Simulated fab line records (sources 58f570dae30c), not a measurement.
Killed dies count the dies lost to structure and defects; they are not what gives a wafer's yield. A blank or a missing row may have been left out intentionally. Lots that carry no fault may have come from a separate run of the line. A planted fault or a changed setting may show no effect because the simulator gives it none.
One fault through the eyes of 2 desks	flow berkeley cmos170	each desk has only its own numbers; what lay behind them comes last

FOR THE TOOL OWNER'S DESK: pvd sputter-03
The tool's own readings at UCB170_M1_SPUTTER_00 (material Al, target thk 600 nm, time 80 s): means of the sampled wafers that have a number, for each lot that ran on this tool. A lot is out of limits, marked OUT, if its mean lies more than 4 standard deviations from the usual mean; the brackets give that distance.
Columns: A = throttle valve pct at UCB170_M1_SPUTTER_00, usual 29.8 %
lot	first seen here	A
L587	day 7 19:41	29.7
L589	day 8 07:08	31.0
L590	day 8 19:25	30.9
L593	day 8 21:44	30.9
L594	day 9 05:49	31.0
L605	day 11 16:00	31.0
This desk's finding: nothing out of limits on any of the 6 lots.

AT THE METROLOGY DESK
Means of the sampled wafers that have a number, per lot and without regard to the tool the lot ran on: this is what the gauges read. A lot is out of limits, marked OUT, if its mean lies more than 4 standard deviations from the usual mean; the brackets give that distance.
Columns: A = NSD_TW at UCB170_NSD_TW_MEAS_10, usual 4180; B = M1_AL_RS at UCB170_M1_RS_MEAS_01, usual 0.0482 ohm/sq; C = M1_AL_THK at UCB170_M1_THK_MEAS_02, usual 602 nm; D = cd nm at UCB170_M1_CD_MEAS_09, usual 699.9 nm
lot	first seen here	A	B	C	D
L583	day 7 03:47	4178	0.0481	605	700.2
L587	day 7 11:51	4172	0.0479	609	699.2
L589	day 7 21:19	4195	0.0478	607	699.7
L588	day 7 21:46	4176	0.0487	596	701.6
L592	day 8 11:47	4182	0.0482	604	701.4
L590	day 8 12:16	4194	0.0501	583	700.3
L593	day 8 13:01	4223	0.0518 (+6.7) OUT	562 (-6.0) OUT	699.5
L594	day 8 22:43	4160	0.0500	584	700.1
L598	day 9 12:27	4162	0.0490	595	700.1
L600	day 10 00:06	4196	0.0479	609	701.8
L601	day 10 15:37	4211	0.0482	603	700.6
L603	day 10 22:08	4144	0.0490	596	698.7
L604	day 11 06:52	4142	0.0490	596	699.4
L605	day 11 07:35	4139	0.0485	591	700.1
L606	day 11 15:52	4186	0.0474	605	699.1
This desk's result: L593 out of limits, first on L593 (M1_AL_RS at UCB170_M1_RS_MEAS_01), day 8 21:51. Within limits: L583, L587, L589, L588, L592, L590, L594, L598, L600, L601, L603, L604, L605, L606.

TAKEN TOGETHER
At day 8 21:51 the metrology desk could have sounded an alarm, on L593.
The tool owner's desk saw nothing out of limits.
On record at the tool owner's desk: L593, within its limits.
On pvd sputter-03, each named lot ran UCB170_M1_SPUTTER_00.

WHAT THE SIMULATOR PUT IN
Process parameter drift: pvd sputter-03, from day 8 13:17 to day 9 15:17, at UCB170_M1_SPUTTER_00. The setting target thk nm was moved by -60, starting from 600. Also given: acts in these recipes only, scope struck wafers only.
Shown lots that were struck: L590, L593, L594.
Hours from the fault's start to each desk's first reading out of limits: the metrology desk, 9.
